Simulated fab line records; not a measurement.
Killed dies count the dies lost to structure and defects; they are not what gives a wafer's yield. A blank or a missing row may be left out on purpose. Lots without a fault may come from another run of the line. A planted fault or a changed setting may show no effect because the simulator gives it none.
Which tool is to blame?    flow rit-cmos    6 lots with 18 wafers sampled at 3 steps, on a route of 202 steps

## WHAT THE GAUGES SHOWED, per wafer
RIT_GATE_THK_MEAS_09.
lot   measured     on             GATE_POLY_THK (nm)
L702  day 2 16:03  film-metro-01  251.6 247.2 249.6
L704  day 3 03:35  film-metro-01  246.0 246.8 247.6
L707  day 3 18:18  film-metro-02  249.7 250.2 250.9
L716  day 5 19:26  film-metro-02  255.2 251.9 251.2
L718  day 6 02:04  film-metro-03  248.9 249.6 247.9
L722  day 6 19:59  film-metro-03  249.5 249.7 248.2

## WHAT TOOL EACH LOT RAN ON (gives the tool, then ch and the chambers of the sampled wafers, and finally the start)
lot   RIT_PRETRO_STRIP_09                  RIT_GATE_CVD_08
L702  plasma-asher-02 ch 0,1, day 2 12:09  lpcvd-02 ch 0, day 2 14:26
L704  plasma-asher-02 ch 0,1, day 2 23:12  lpcvd-01 ch 1, day 3 01:56
L707  plasma-asher-04 ch 0,1, day 3 13:53  lpcvd-01 ch 0, day 3 16:39
L716  plasma-asher-04 ch 0,1, day 5 15:02  lpcvd-02 ch 1, day 5 17:49
L718  plasma-asher-04 ch 0,1, day 5 22:20  lpcvd-02 ch 1, day 6 00:27
L722  plasma-asher-04 ch 1, day 6 15:41    lpcvd-02 ch 1, day 6 18:22
- RIT_PRETRO_STRIP_09: strips in O2, time 180 s.
- RIT_GATE_CVD_08: deposits poly-Si from SiH4, target thk 250 nm, time 2220 s.

## THE ANSWER, worked out from the rows above alone
Rule: the lots themselves supply what counts as usual. Put in order of their means at a reading, lots are off if they are a third of the lots or fewer, leave a main group of 4 or more, and stand apart from it by a gap of 3 or more times the standard deviation of the main group's means; of several such gaps the widest counts. Not used: any main group whose means are identical at the precision the tables above print for the reading. A lot without any number at a reading at which 4 lots or more have one is off too. All remaining lots with rows at the step are treated as sound.
Across all readings shown, no lot is off: no conclusion can be drawn from this.

## WHAT THE SIMULATOR PUT IN
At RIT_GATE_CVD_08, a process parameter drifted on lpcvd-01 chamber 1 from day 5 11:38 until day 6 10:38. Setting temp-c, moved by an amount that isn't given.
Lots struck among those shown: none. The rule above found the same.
